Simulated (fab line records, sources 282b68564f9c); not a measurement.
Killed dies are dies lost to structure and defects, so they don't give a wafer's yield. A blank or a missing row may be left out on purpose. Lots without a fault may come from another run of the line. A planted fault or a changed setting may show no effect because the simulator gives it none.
A struck lot beside a sound one | flow rit_cmos | 14 steps out of a route of 202
Sound: wafers L592.1, L592.3, L592.5. Struck: wafers L605.1, L605.2, L605.4. The cause comes at the end.
At each step with rows: each side's tool, then ch and its chambers, then its first start. Under that, the readings that differ: sound wafers | struck wafers | difference of the means | sigmas: that difference in standard deviations of wafers without a fault.
alike: readings whose means differ by less than 2 such deviations, and words and numbers that are the same on both sides. not compared: withheld readings, readings that some wafer has no value for, bounds like >300 that may hide the same value, and numbers for which the record gives no deviation and whose values overlap.
The two part at a step that has a row with sigmas, a row that says differs or no value, or rows on one side only. Numbers that don't overlap but have no deviation are shown without sigmas and don't part them. A reading that every wafer of one side lacks parts them only if that side has two wafers or more.

first, 1 step without rows for these wafers: RIT_PWELL_DEVELOP_05 (develop time 68 s).
RIT_PWELL_OVL_MEAS_06:
  sound on overlay-02, day 2 05:04; struck on overlay-01, day 5 02:43
  alike: PWELL_OVL
then, 2 steps without rows for these wafers: RIT_PWELL_HARDBAKE_07 (time 120 s); RIT_PWELL_IMPLANT_08.
RIT_PWELL_STRIP_09: strips in O2, time 180 s.
  sound on plasma_asher-03 ch 0,1, day 2 05:31; struck on plasma_asher-03 ch 0,1, day 5 03:09
  alike: drypump_motor_current_A
  not compared: rf_hours_counter_h
RIT_PWELL_TW_MEAS_10:
  sound on film_metro-03, day 2 05:41; struck on film_metro-04, day 5 03:20
  alike: PWELL_TW
then, 1 step without rows for these wafers: RIT_WELLDRIVE_ANNEAL_00 (time 14700 s).
RIT_WELLDRIVE_RS_MEAS_01: measures by four-point-probe.
  sound on film_metro-04, day 2 11:33; struck on film_metro-04, day 5 12:32
  reading           | sound             | struck            | difference | sigmas
  NWELL_RS (ohm/sq) | 274.2 274.0 274.1 | 275.9 274.8 275.7 | +1.4       | +2
RIT_WELLDRIVE_RS_MEAS_02: measures by four-point-probe.
  sound on film_metro-04, day 2 11:40; struck on film_metro-04, day 5 12:39
  alike: PWELL_RS
then, 3 steps without rows for these wafers: RIT_NRETRO_HMDS_00 (prime time 60 s); RIT_NRETRO_COAT_01 (resist thk 1320 nm); RIT_NRETRO_SOFTBAKE_02 (time 60 s).
RIT_NRETRO_EXPOSE_03: exposes mask M4, target cd 43900 nm.
  sound on iline_stepper-01 ch 0, day 2 12:32; struck on iline_stepper-02, day 5 13:21
  no value came back on the struck wafers for exposure_dose_mJ_cm2, focus_offset_nm (nm); on the sound wafers exposure_dose_mJ_cm2 reads 250.12 250.66 250.24
  alike: mask
then, 1 step without rows for these wafers: RIT_NRETRO_PEB_04.

WHERE THEY PART
First at RIT_WELLDRIVE_RS_MEAS_01; last, within this record, at RIT_NRETRO_EXPOSE_03.

WHY: what the simulator had put in
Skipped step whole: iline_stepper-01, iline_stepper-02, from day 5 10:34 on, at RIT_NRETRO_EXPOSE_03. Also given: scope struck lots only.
